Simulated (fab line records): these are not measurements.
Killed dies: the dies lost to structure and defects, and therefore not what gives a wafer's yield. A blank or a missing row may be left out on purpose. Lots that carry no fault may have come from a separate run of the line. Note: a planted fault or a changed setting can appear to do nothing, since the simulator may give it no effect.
Problem report, 8D (eight disciplines) form, completed by code | flow berkeley_cmos170 | the parts of the form that need people (team, actions taken, sign-off) are left out

== 1. THE ISSUE ==
At UCB170_PSD_IMPLANT_08, beam_energy_keV averages 19.307 over 9 wafers from 3 lots, while fault-free wafers read 20.000, standard deviation 0.0051. So: -99 or more standard deviations from the usual mean.
The first sign was on wafer L608.3 at day 9 04:16, on implanter-01. At this step, 36 wafers from 12 lots have a number in the record. Rule for "out", or "out of limits": more than 4 standard deviations from the usual mean. The rest of the wafers with a number are treated as sound.

== 2. WHAT IT IS AND WHAT IT IS NOT ==
question                    | is                     | is not
which readings at this step | beam_energy_keV        | beam_on_s
which lots                  | L606, L608, L613       | L601, L616, L617, L619, L620, L621, L622, L623, L624
which wafers of those lots  | all that have a number | -
read on which tools         | implanter-01           | implanter-02, implanter-03
when                        | from day 9 04:16       | up to then (3 sound wafers); but 24 sound wafers of L616, L617, L619, L620, L621, L622, L623, L624 came after

== 3. SUSPECTS, AND WHAT RULES EACH OUT ==
Counting: a tool stays on the suspect list if, at a process step up to the reading, it processed all lots that are out and no sound lot following the first of them.
- implanter-01 at UCB170_PSD_IMPLANT_08: ruled out as a lasting fault. Following L608 (day 9 04:16), the first lot on it that is out, the sound lots L623, L619 were run on it.
Left after counting: nothing in the record.

== 4. THE CAUSE (what the simulator had put in) ==
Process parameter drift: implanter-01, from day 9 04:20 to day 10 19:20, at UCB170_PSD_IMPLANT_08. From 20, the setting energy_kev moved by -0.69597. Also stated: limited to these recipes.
Counting ruled it out, wrongly.

== 5. THE CHAIN OF EFFECTS, in route order ==
Each row: a reading whose mean over the struck wafers that have a number lies more than 3 standard deviations from the usual. Readings are gone through only where the record gives a usual standard deviation; hours: the median, over the lots, of the time from a lot's start at the first step in this table giving one to that lot's start at this step; sigmas: the change measured in usual standard deviations.
hours | step                  | reading                  | usual   | on struck wafers | change | sigmas
0     | UCB170_PSD_IMPLANT_08 | beam_energy_keV          | 20.000  | 19.307           | -0.693 | -99 or more
0     | UCB170_PSD_STRIP_09   | strip_time_to_endpoint_s | 29.40 s | 29.06            | -0.34  | -5.3
It contains these process steps:
- UCB170_PSD_IMPLANT_08
- UCB170_PSD_STRIP_09: strips in O2.
Later steps that measure or inspect, where all struck wafers having a row at the step show a number for every such reading and not one has moved that far: UCB170_M3_BOW_MEAS_20.

== 6. HOW IT WOULD HAVE BEEN CAUGHT EARLIER ==
In this record the first reading out of limits was taken at day 9 04:16.
